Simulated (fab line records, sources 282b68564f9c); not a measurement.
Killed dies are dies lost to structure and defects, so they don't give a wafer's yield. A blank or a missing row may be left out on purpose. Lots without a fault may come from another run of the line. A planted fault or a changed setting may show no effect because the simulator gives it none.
Which tool did it? | flow rit_cmos | 7 lots, 21 wafers sampled, at 3 steps of a route of 202

WHAT THE GAUGES READ, wafer by wafer
RIT_PSD_OVL_MEAS_06.
lot  | measured    | on         | PSD_OVL (nm)
L946 | day 3 12:35 | overlay-02 | -150.7 -150.9 -149.6
L948 | day 3 20:58 | overlay-02 | -149.6 -150.4 -150.2
L953 | day 4 22:35 | overlay-01 | 2.5 1.1 3.8
L957 | day 5 18:43 | overlay-02 | 0.6 2.0 0.7
L962 | day 6 18:43 | overlay-02 | 0.5 3.0 0.9
L965 | day 7 10:09 | overlay-01 | -0.2 3.2 -0.4
L967 | day 7 19:56 | overlay-01 | 4.3 4.2 3.3

WHICH TOOL RAN EACH LOT (tool, then ch and the chambers of the sampled wafers, then the start)
lot  | RIT_PLDD_STRIP_09                   | RIT_PSD_EXPOSE_03
L946 | plasma_asher-04 ch 0,1, day 3 07:25 | iline_stepper-02 ch 0, day 3 12:10
L948 | plasma_asher-02 ch 0,1, day 3 15:56 | iline_stepper-02 ch 0, day 3 20:35
L953 | plasma_asher-04 ch 0,1, day 4 17:04 | iline_stepper-01 ch 0, day 4 22:12
L957 | plasma_asher-01 ch 0,1, day 5 13:34 | iline_stepper-01 ch 0, day 5 18:19
L962 | plasma_asher-01 ch 0,1, day 6 13:22 | iline_stepper-01 ch 0, day 6 18:19
L965 | plasma_asher-02 ch 0,1, day 7 05:01 | iline_stepper-01 ch 0, day 7 09:45
L967 | plasma_asher-01 ch 0,1, day 7 14:52 | iline_stepper-01 ch 0, day 7 19:29
- RIT_PLDD_STRIP_09: strips in O2, time 180 s.
- RIT_PSD_EXPOSE_03: exposes mask M10, target cd 40900 nm.

THE ANSWER, worked out from the rows above alone
Rule: what is usual is taken from the lots themselves. Put in order of their means at a reading, lots are off if they are a third of the lots or fewer, leave a main group of 4 or more, and stand apart from it by a gap of 3 or more times the standard deviation of the main group's means; of several such gaps the widest counts. A main group whose means are all the same, to the digits that the tables above print for the reading, isn't used. A lot without any number at a reading at which 4 lots or more have one is off too. The other lots that the step has rows for count as sound.
Off: L946, L948, at RIT_PSD_OVL_MEAS_06 (PSD_OVL). The main group: mean 2.0 nm, standard deviation 1.1.
A tool fits if, at a process step before that reading, it ran every lot that is off, and no sound lot after the first of them. The gauges at RIT_PSD_OVL_MEAS_06 are tried like those tools. One fits: iline_stepper-02 at RIT_PSD_EXPOSE_03. It ran no sound lot before its first lot that is off in this sample, so the start can't be narrowed down.

WHAT THE SIMULATOR HAD PUT IN
Scanner matching overlay: iline_stepper-02, from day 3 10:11 on, at RIT_PSD_EXPOSE_03. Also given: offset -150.
Lots struck among those shown: L946, L948. The rule above found the same.
